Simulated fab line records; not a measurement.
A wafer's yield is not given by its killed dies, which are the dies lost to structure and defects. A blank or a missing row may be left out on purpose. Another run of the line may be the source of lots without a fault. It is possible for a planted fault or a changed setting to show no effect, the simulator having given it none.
fab line records	flow berkeley_cmos170
record lots=14	wafers=42	last_day=12
route steps=331 shown V1@267 M2@274
lots that met no fault: taken from a fault-free run of the same line
start_h: the number of hours between the record's first day and the start of the first shown wafer of the lot	wait_h: hours elapsed since this lot's preceding step	" as in the row above	L1.1+2: several wafers, shown together as one row	- no value, or no start was given	* or withheld: withheld	< > ~ a bound
route shown NAME@n: names a module that has steps shown in the file, with the first one's number in the route	usual: mean and standard deviation over wafers with no fault	same: alike in all rows	chamber/n: place in a boat	sites: readings site by site	_std_site: the values' standard deviation	_edge_site: mean of outer sites minus mean of inner sites	radius_mm: how far each site lies from the wafer's centre	mask NAME#n: copy n	behind: the last tool/chamber to shape the wafer	hold: the reason the lot was held/the length of the hold in hours/how it ended	device: which transistor (n, p or np) failed to switch	end of line: tests run on the same wafers once the route is complete	where a step has no rows: the recipe by itself	killed: count of dies lost to structure and defects at first sort (not the wafer's yield)	map: shows each die of a wafer: x if killed, . if not, _ if none is there
set.NAME: the run value of the setting; set.NAME@STEP: its run value at that earlier step	model.NAME: the simulator's own value behind a step, which no gauge read
route steps across a sampled set of lots; one table per step, one row per wafer
services: a tool's chamber out of use, with start hour (start_h, from the record's first day; less than 0 if before it), hours out, and reason
## steps
# step UCB170_V1_OVL_MEAS_13
# usual V1_OVL=-2/6
lot.wafer	tool	chamber	start_h	wait_h	V1_OVL[nm]
L320.3	overlay-01	-	170.65	0.1	12
L320.4	"	-	"	"	0
L320.5	"	-	"	"	3
L321.3	overlay-01	-	173.79	0.1	6
L321.5	"	-	"	"	-1
L321.6	"	-	"	"	-9
L322.1	overlay-02	-	174.05	0.1	-6
L322.5	"	-	"	"	-7
L322.6	"	-	"	"	4
L323.4	overlay-01	-	193.93	0.1	-4
L323.5	"	-	"	"	1
L323.6	"	-	"	"	-8
L324.1	overlay-01	-	195.12	0.1	-3
L324.2	"	-	"	"	1
L324.6	"	-	"	"	1
L326.1	overlay-02	-	195.24	0.1	-12
L326.3	"	-	"	"	-11
L326.6	"	-	"	"	-2
L325.1	overlay-01	-	196.92	0.1	-4
L325.3	"	-	"	"	-2
L325.5	"	-	"	"	-8
L330.3	overlay-02	-	218.04	0.1	-6
L330.5	"	-	"	"	-5
L330.6	"	-	"	"	-4
L332.2	overlay-01	-	235.39	0.1	-3
L332.4	"	-	"	"	0
L332.6	"	-	"	"	3
L333.2	overlay-02	-	235.94	0.1	-9
L333.3	"	-	"	"	-17
L333.6	"	-	"	"	-5
L335.2	overlay-01	-	257.52	0.1	-2
L335.5	"	-	"	"	5
L335.6	"	-	"	"	-6
L337.1	overlay-01	-	258.27	0.1	4
L337.3	"	-	"	"	-4
L337.6	"	-	"	"	-9
L340.3	overlay-01	-	276.95	0.1	-12
L340.4	"	-	"	"	-1
L340.5	"	-	"	"	-15
L339.1	overlay-02	-	280.70	0.1	-1
L339.2	"	-	"	"	-3
L339.6	"	-	"	"	-4
# step UCB170_V1_STRIP_15
# recipe chemistry=O2	power_w=400	pressure_mtorr=3500	platen_temp_c=withheld	o2_flow_sccm=400	overash_fraction=0.5
# usual drypump_motor_current_A=6.08/0.25	oes_product_au=0.722/0.0043	strip_time_to_endpoint_s=15.33/0.084
lot.wafer	tool	chamber	start_h	wait_h	drypump_motor_current_A	oes_product_au	rf_hours_counter_h	strip_time_to_endpoint_s
L320.3	plasma_asher-04	0	170.89	0.1	6.37	0.720	-	15.40
L320.4	"	1	"	"	5.71	0.722	-	15.36
L320.5	"	1	"	"	5.72	0.721	-	15.26
L321.3	plasma_asher-04	1	174.02	0.1	5.72	0.721	-	15.30
L321.5	"	0	"	"	6.35	0.725	-	15.32
L321.6	"	1	"	"	5.75	0.724	-	15.36
L322.1	plasma_asher-04	1	174.26	0.1	5.71	0.725	44	15.28
L322.5	"	1	"	"	5.71	0.724	-	15.23
L322.6	"	0	"	"	6.35	0.710	-	15.22
L323.4	plasma_asher-04	0	194.16	0.0	6.34	0.715	-	15.42
L323.5	"	0	"	"	6.33	0.726	-	15.40
L323.6	"	1	"	"	5.70	0.728	-	15.31
L324.1	plasma_asher-04	1	195.34	0.1	5.77	0.725	46	15.41
L324.2	"	0	"	"	6.34	0.726	46	15.34
L324.6	"	0	"	"	6.33	0.722	-	15.32
L326.1	plasma_asher-01	1	195.45	0.1	6.20	0.718	8	15.30
L326.3	"	1	"	"	6.21	0.727	-	15.40
L326.6	"	1	"	"	6.22	0.725	-	15.24
L325.1	plasma_asher-02	1	197.13	0.1	5.87	0.716	46	15.43
L325.3	"	0	"	"	6.43	0.724	-	15.41
L325.5	"	0	"	"	6.38	0.717	-	15.34
L330.3	plasma_asher-04	1	218.28	0.1	5.73	0.721	-	15.41
L330.5	"	0	"	"	6.33	0.724	-	15.45
L330.6	"	1	"	"	5.73	0.720	-	15.40
L332.2	plasma_asher-01	0	235.60	0.1	5.92	0.714	12	15.36
L332.4	"	1	"	"	6.21	0.723	-	15.21
L332.6	"	1	"	"	6.22	0.722	-	15.31
L333.2	plasma_asher-01	0	236.15	0.1	5.96	0.727	12	15.26
L333.3	"	1	"	"	6.21	0.724	-	15.26
L333.6	"	1	"	"	6.19	0.723	-	15.40
L335.2	plasma_asher-01	1	257.73	0.1	6.26	0.719	14	15.38
L335.5	"	1	"	"	6.25	0.718	-	15.45
L335.6	"	0	"	"	5.90	0.725	-	15.38
L337.1	plasma_asher-04	0	258.49	0.1	6.38	0.727	53	15.26
L337.3	"	0	"	"	6.38	0.723	-	15.23
L337.6	"	1	"	"	5.73	0.715	-	15.33
L340.3	plasma_asher-02	0	277.19	0.1	6.42	0.724	-	15.29
L340.4	"	1	"	"	5.89	0.716	-	15.21
L340.5	"	0	"	"	6.42	0.716	-	15.17
L339.1	plasma_asher-02	0	280.92	0.1	6.37	0.715	54	15.32
L339.2	"	1	"	"	5.89	0.716	54	15.29
L339.6	"	0	"	"	6.41	0.722	-	15.34
# step UCB170_M2_THK_MEAS_03
# recipe thk_meas_gauge=xrf	reads=Al_of_M2_SPUTTER_01
# usual M2_AL_THK=876/9.3
lot.wafer	tool	chamber	start_h	wait_h	M2_AL_THK[nm]
L320.3	film_metro-04	-	171.37	0.1	862
L320.4	"	-	"	"	870
L320.5	"	-	"	"	875
L321.3	film_metro-02	-	174.50	0.1	865
L321.5	"	-	"	"	875
L321.6	"	-	"	"	868
L322.1	film_metro-03	-	174.75	0.1	880
L322.5	"	-	"	"	889
L322.6	"	-	"	"	880
L323.4	film_metro-03	-	194.65	0.1	882
L323.5	"	-	"	"	866
L323.6	"	-	"	"	869
L324.1	film_metro-04	-	195.83	0.1	877
L324.2	"	-	"	"	878
L324.6	"	-	"	"	886
L326.1	film_metro-02	-	195.94	0.1	885
L326.3	"	-	"	"	891
L326.6	"	-	"	"	890
L325.1	film_metro-02	-	197.65	0.1	883
L325.3	"	-	"	"	869
L325.5	"	-	"	"	876
L330.3	film_metro-04	-	218.75	0.1	885
L330.5	"	-	"	"	888
L330.6	"	-	"	"	882
L332.2	film_metro-02	-	236.10	0.1	860
L332.4	"	-	"	"	869
L332.6	"	-	"	"	865
L333.2	film_metro-03	-	236.65	0.1	866
L333.3	"	-	"	"	855
L333.6	"	-	"	"	867
L335.2	film_metro-02	-	258.23	0.1	879
L335.5	"	-	"	"	874
L335.6	"	-	"	"	890
L337.1	film_metro-02	-	258.98	0.1	853
L337.3	"	-	"	"	865
L337.6	"	-	"	"	860
L340.3	film_metro-04	-	277.66	0.1	880
L340.4	"	-	"	"	870
L340.5	"	-	"	"	870
L339.1	film_metro-02	-	281.41	0.1	871
L339.2	"	-	"	"	876
L339.6	"	-	"	"	863
# step UCB170_M2_METAL_ETCH_18
# recipe chemistry=Cl2/BCl3	target=Al	stop_on=SiO2	pressure_mtorr=12	target_depth_a=11700	over_etch_frac=0.3	time_s=195	icp_w=600	bias_w=120	Cl2_flow_sccm=90	bcl3_flow_sccm=45
# usual drypump_motor_current_A=5.8/0.32	oes_product_au=0.850/0.014	over_etch_frac=0.3/0	throttle_valve_pct=24.33/0.14
# same time_s=195
lot.wafer	tool	chamber	start_h	wait_h	drypump_motor_current_A	oes_product_au	over_etch_frac	rf_hours_counter_h	throttle_valve_pct
L320.3	rie_metal-01	1	173.56	-	5.6	0.845	0.3	-	24.19
L320.4	"	0	"	"	5.6	0.861	0.3	-	24.35
L320.5	"	0	"	"	5.7	0.860	0.3	-	24.35
L321.3	rie_metal-02	1	176.49	-	5.6	0.822	0.3	-	24.53
L321.5	"	1	"	"	5.6	0.825	0.3	-	24.53
L321.6	"	0	"	"	6.0	0.842	0.3	-	24.28
L322.1	rie_metal-01	0	176.70	-	5.7	0.862	0.3	6	24.34
L322.5	"	1	"	"	5.6	0.864	0.3	-	24.16
L322.6	"	0	"	"	5.7	0.863	0.3	-	24.33
L323.4	rie_metal-01	1	196.88	-	5.6	0.855	0.3	-	24.17
L323.5	"	1	"	"	5.6	0.859	0.3	-	24.17
L323.6	"	0	"	"	5.7	0.858	0.3	-	24.35
L324.1	rie_metal-04	1	197.84	-	5.8	0.864	0.3	12	24.48
L324.2	"	0	"	"	6.6	0.844	0.3	8	24.35
L324.6	"	0	"	"	6.6	0.846	0.3	-	24.33
L326.1	rie_metal-02	1	198.28	-	5.7	0.836	0.3	11	24.52
L326.3	"	1	"	"	5.7	0.829	0.3	-	24.52
L326.6	"	1	"	"	5.7	0.834	0.3	-	24.53
L325.1	rie_metal-04	0	199.67	-	6.6	0.848	0.3	9	24.32
L325.3	"	1	"	"	5.8	0.857	0.3	-	24.49
L325.5	"	1	"	"	5.8	0.855	0.3	-	24.48
L330.3	rie_metal-01	0	221.31	-	5.6	0.969	0.063325	-	24.30
L330.5	"	1	"	"	5.6	0.971	0.063325	-	24.11
L330.6	"	0	"	"	5.7	0.977	0.063325	-	24.29
L332.2	rie_metal-01	0	238.25	-	5.7	0.965	0.063325	-	24.28
L332.4	"	0	"	"	5.7	0.967	0.063325	-	24.28
L332.6	"	0	"	"	5.7	0.966	0.063325	-	24.30
L333.2	rie_metal-04	1	239.33	-	5.8	0.860	0.3	13	24.50
L333.3	"	1	"	"	5.8	0.848	0.3	-	24.48
L333.6	"	1	"	"	5.8	0.845	0.3	-	24.49
L335.2	rie_metal-02	0	261.07	-	5.9	0.858	0.3	5	24.27
L335.5	"	1	"	"	5.6	0.824	0.3	-	24.53
L335.6	"	0	"	"	6.0	0.857	0.3	-	24.29
L337.1	rie_metal-04	0	261.90	-	6.5	0.829	0.3	10	24.34
L337.3	"	1	"	"	5.8	0.845	0.3	-	24.47
L337.6	"	1	"	"	5.8	0.861	0.3	-	24.49
L340.3	rie_metal-04	0	279.72	-	6.6	0.848	0.3	-	24.34
L340.4	"	1	"	"	5.8	0.859	0.3	-	24.48
L340.5	"	1	"	"	5.8	0.859	0.3	-	24.48
L339.1	rie_metal-02	1	284.65	-	5.6	0.833	0.3	12	24.54
L339.2	"	0	"	"	6.0	0.842	0.3	6	24.28
L339.6	"	0	"	"	5.9	0.851	0.3	-	24.29
# step UCB170_M2_STRIP_19
# recipe chemistry=O2	power_w=400	pressure_mtorr=3500	platen_temp_c=withheld	o2_flow_sccm=400	overash_fraction=0.5
# usual drypump_motor_current_A=6.05/0.16	oes_product_au=0.537/0.01
lot.wafer	tool	chamber	start_h	wait_h	drypump_motor_current_A	oes_product_au	rf_hours_counter_h
L320.3	plasma_asher-01	1	173.76	0.1	6.21	0.530	-
L320.4	"	0	"	"	5.95	0.528	-
L320.5	"	1	"	"	6.21	0.526	-
L321.3	plasma_asher-03	1	176.65	0.1	5.96	0.559	-
L321.5	"	0	"	"	5.96	0.557	-
L321.6	"	1	"	"	5.96	0.552	-
L322.1	plasma_asher-01	0	176.89	0.1	5.97	0.527	6
L322.5	"	0	"	"	5.98	0.525	-
L322.6	"	1	"	"	6.24	0.526	-
L323.4	plasma_asher-01	0	197.08	0.1	5.97	0.539	-
L323.5	"	1	"	"	6.21	0.544	-
L323.6	"	0	"	"	5.92	0.536	-
L324.1	plasma_asher-03	1	198.02	0.1	5.95	0.522	44
L324.2	"	0	"	"	5.99	0.531	44
L324.6	"	0	"	"	5.99	0.534	-
L326.1	plasma_asher-02	0	198.47	0.1	6.36	0.536	47
L326.3	"	1	"	"	5.89	0.545	-
L326.6	"	0	"	"	6.40	0.541	-
L325.1	plasma_asher-02	0	199.86	0.1	6.40	0.551	47
L325.3	"	1	"	"	5.89	0.544	-
L325.5	"	0	"	"	6.43	0.536	-
L330.3	plasma_asher-01	1	221.47	0.1	6.21	0.658	-
L330.5	"	0	"	"	5.97	0.656	-
L330.6	"	1	"	"	6.20	0.661	-
L332.2	plasma_asher-01	0	238.56	0.2	5.94	0.656	12
L332.4	"	1	"	"	6.23	0.669	-
L332.6	"	1	"	"	6.22	0.655	-
L333.2	plasma_asher-01	0	239.52	0.1	5.93	0.530	13
L333.3	"	0	"	"	5.89	0.522	-
L333.6	"	0	"	"	5.93	0.534	-
L335.2	plasma_asher-03	0	261.26	0.1	5.96	0.552	50
L335.5	"	0	"	"	5.96	0.550	-
L335.6	"	1	"	"	5.96	0.540	-
L337.1	plasma_asher-01	1	262.09	0.1	6.23	0.545	15
L337.3	"	1	"	"	6.23	0.521	-
L337.6	"	1	"	"	6.23	0.526	-
L340.3	plasma_asher-01	0	279.88	0.1	5.91	0.547	-
L340.4	"	1	"	"	6.19	0.533	-
L340.5	"	0	"	"	5.94	0.524	-
L339.1	plasma_asher-01	0	284.83	0.1	5.91	0.554	17
L339.2	"	1	"	"	6.22	0.541	17
L339.6	"	1	"	"	6.20	0.541	-
# step UCB170_M2_CD_MEAS_90
# recipe target_cd_nm=700
# usual cd_nm=699.8/2.4
lot.wafer	tool	chamber	start_h	wait_h	cd_nm
L320.3	cd_sem-01	-	173.87	0.1	702.6
L320.4	"	-	"	"	699.9
L320.5	"	-	"	"	700.7
L321.3	cd_sem-01	-	176.76	0.1	693.6
L321.5	"	-	"	"	696.6
L321.6	"	-	"	"	697.9
L322.1	cd_sem-02	-	176.99	0.1	699.2
L322.5	"	-	"	"	703.2
L322.6	"	-	"	"	699.5
L323.4	cd_sem-02	-	197.20	0.1	700.8
L323.5	"	-	"	"	701.2
L323.6	"	-	"	"	697.9
L324.1	cd_sem-02	-	198.12	0.1	703.9
L324.2	"	-	"	"	700.7
L324.6	"	-	"	"	703.6
L326.1	cd_sem-02	-	198.57	0.1	700.2
L326.3	"	-	"	"	701.2
L326.6	"	-	"	"	698.5
L325.1	cd_sem-02	-	199.96	0.1	699.1
L325.3	"	-	"	"	700.6
L325.5	"	-	"	"	702.2
L330.3	cd_sem-02	-	221.58	0.1	709.9
L330.5	"	-	"	"	705.8
L330.6	"	-	"	"	708.7
L332.2	cd_sem-02	-	238.68	0.1	712.5
L332.4	"	-	"	"	712.0
L332.6	"	-	"	"	710.0
L333.2	cd_sem-01	-	239.64	0.1	698.9
L333.3	"	-	"	"	697.3
L333.6	"	-	"	"	698.9
L335.2	cd_sem-02	-	261.38	0.1	701.3
L335.5	"	-	"	"	701.9
L335.6	"	-	"	"	700.6
L337.1	cd_sem-01	-	262.19	0.1	699.8
L337.3	"	-	"	"	699.8
L337.6	"	-	"	"	699.3
L340.3	cd_sem-02	-	279.99	0.1	701.0
L340.4	"	-	"	"	697.9
L340.5	"	-	"	"	695.6
L339.1	cd_sem-02	-	284.93	0.1	697.1
L339.2	"	-	"	"	698.4
L339.6	"	-	"	"	699.7
## services
tool	chamber	start_h	hours	kind
plasma_asher-02	-	159.91	15.6	pm
rie_metal-01	-	199.05	4.1	repair
plasma_asher-02	-	207.04	11.3	repair
plasma_asher-01	-	213.28	0.9	repair
plasma_asher-03	-	232.69	2.1	repair
rie_metal-01	1	235.40	-	clean
rie_metal-01	1	235.40	13.8	scheduled_down
rie_metal-01	1	235.40	13.8	vent_cycle
plasma_asher-03	-	243.55	7.9	repair
## key
first_sign step=UCB170_M2_METAL_ETCH_18	reading=over_etch_frac	direction=down	sigmas=99+	usual=0.3	struck=0.063325
effect step=UCB170_M2_METAL_ETCH_18	reading=oes_product_au	direction=up	sigmas=8.7	usual=0.850	struck=0.969
effect step=UCB170_M2_STRIP_19	reading=oes_product_au	direction=up	sigmas=12	usual=0.537	struck=0.659
effect step=UCB170_M2_CD_MEAS_90	reading=cd_nm	direction=up	sigmas=4.1	usual=699.8	struck=709.8
met_at UCB170_M2_METAL_ETCH_18
struck_lots L330,L332
sort_left_out L330.3,L330.5,L330.6
not_acting_at UCB170_V1_OVL_MEAS_13,UCB170_V1_STRIP_15,UCB170_M2_THK_MEAS_03
onset_between 196.88 221.31
fault kind=process_parameter_drift	tool=rie_metal-01	chamber=-	onset_h=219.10	steps=UCB170_M2_METAL_ETCH_18	channel=over_etch_frac	offset=-0.23668	shape=step	end_h=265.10	acts_in=these_recipes_only	stated=0.3
# sort_left_out: the simulated sort isn't trusted on such a fault, so these wafers' sort isn't shown, and their yield isn't known
